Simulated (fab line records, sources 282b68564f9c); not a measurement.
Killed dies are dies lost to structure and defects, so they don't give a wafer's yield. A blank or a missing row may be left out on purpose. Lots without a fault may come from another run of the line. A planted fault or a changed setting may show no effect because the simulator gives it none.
Tool commonality check | flow rit_cmos | 14 lots, 42 wafers sampled

WHY IT WAS OPENED
At RIT_SILICIDE_RS_MEAS_02 the reading SILICIDE_TI_RS is flagged on 2 of 14 lots. Wafers without a fault read 47.8 ohm/sq, standard deviation 0.75.
Rule: a lot is flagged when every wafer of it that has a number lies more than 4 standard deviations from that mean, or none has a number. The other lots count as sound.

lot  | measured    | on            | SILICIDE_TI_RS (ohm/sq), wafer by wafer | flag
L244 | day 3 08:19 | film_metro-03 | 47.4 47.1 47.9                          |
L245 | day 3 15:46 | film_metro-03 | 47.5 46.9 47.6                          |
L247 | day 3 21:24 | film_metro-03 | 47.9 47.3 47.9                          |
L248 | day 4 03:25 | film_metro-04 | 48.7 48.3 49.1                          |
L249 | day 4 07:59 | film_metro-04 | 48.1 48.2 47.6                          |
L250 | day 4 12:23 | film_metro-03 | 49.6 48.2 48.5                          |
L251 | day 4 14:38 | film_metro-02 | 47.7 47.4 48.1                          |
L252 | day 5 01:17 | film_metro-02 | 47.0 48.0 47.9                          |
L253 | day 5 04:34 | film_metro-02 | 46.4 47.2 46.7                          |
L254 | day 5 06:14 | film_metro-03 | 49.3 49.4 49.2                          |
L259 | day 6 10:14 | film_metro-04 | 41.9 42.7 42.4                          | FLAGGED
L261 | day 6 20:13 | film_metro-04 | 42.5 42.1 42.1                          | FLAGGED
L264 | day 7 08:04 | film_metro-04 | 48.8 49.0 47.9                          |
L266 | day 7 22:25 | film_metro-02 | 47.5 47.5 48.5                          |
The numbers of the flagged lots are 42.3 ohm/sq on average: -5.5 ohm/sq against the usual, or -7 standard deviations.

WHICH TOOL RAN EACH LOT
The record holds 1 process step before the reading, out of a route of 202 steps. In each cell: the tool, then ch and the chambers that the sampled wafers went through, then the start.
lot  | flag    | RIT_SILICIDE_SPUTTER_01
L244 |         | pvd_sputter-01, day 3 08:10
L245 |         | pvd_sputter-02, day 3 15:37
L247 |         | pvd_sputter-02, day 3 21:15
L248 |         | pvd_sputter-01, day 4 03:14
L249 |         | pvd_sputter-03, day 4 07:50
L250 |         | pvd_sputter-01, day 4 12:13
L251 |         | pvd_sputter-02, day 4 14:29
L252 |         | pvd_sputter-01, day 5 01:08
L253 |         | pvd_sputter-03, day 5 04:25
L254 |         | pvd_sputter-01, day 5 06:05
L259 | FLAGGED | pvd_sputter-03, day 6 10:04
L261 | FLAGGED | pvd_sputter-03, day 6 20:02
L264 |         | pvd_sputter-01, day 7 07:55
L266 |         | pvd_sputter-01, day 7 22:16
What these steps do:
- RIT_SILICIDE_SPUTTER_01: material Ti, target thk 30 nm, time 240 s.
- RIT_SILICIDE_RS_MEAS_02: measures by four-point-probe.

FLAGGED OVER TOTAL, TOOL BY TOOL (the gauges that took the reading come last)
step                    | tool           | lots run | flagged | share of the flagged lots | sound lots run after its first flagged lot
RIT_SILICIDE_SPUTTER_01 | pvd_sputter-01 | 7        | 0       | none                      | -
RIT_SILICIDE_SPUTTER_01 | pvd_sputter-02 | 3        | 0       | none                      | -
RIT_SILICIDE_SPUTTER_01 | pvd_sputter-03 | 4        | 2       | all                       | 0
RIT_SILICIDE_RS_MEAS_02 | film_metro-02  | 4        | 0       | none                      | -
RIT_SILICIDE_RS_MEAS_02 | film_metro-03  | 5        | 0       | none                      | -
RIT_SILICIDE_RS_MEAS_02 | film_metro-04  | 5        | 2       | all                       | 1 (L264)

WHAT THE TABLE ALLOWS
2 rows of the table ran every flagged lot: pvd_sputter-03 at RIT_SILICIDE_SPUTTER_01, film_metro-04 at RIT_SILICIDE_RS_MEAS_02.
- pvd_sputter-03 at RIT_SILICIDE_SPUTTER_01: 2 of its 4 lots flagged. Its last sound lot is L253 (day 5 04:25), its first flagged lot L259 (day 6 10:04): a fault that began between those two fits. Its own readings lie more than 4 standard deviations out on every wafer of the flagged lots: cathode_dc_power_W.
- film_metro-04 at RIT_SILICIDE_RS_MEAS_02: 2 of its 5 lots flagged. Sound lots ran on it after the first flagged one (L264), which a lasting fault on the whole tool wouldn't allow.
One tool is left: pvd_sputter-03 at RIT_SILICIDE_SPUTTER_01.

WHAT THE SIMULATOR HAD PUT IN
Process parameter drift: pvd_sputter-03, from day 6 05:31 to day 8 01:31, at RIT_SILICIDE_SPUTTER_01. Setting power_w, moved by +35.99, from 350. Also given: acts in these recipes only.
Lots struck among those shown: L259, L261. The rule above found the same.
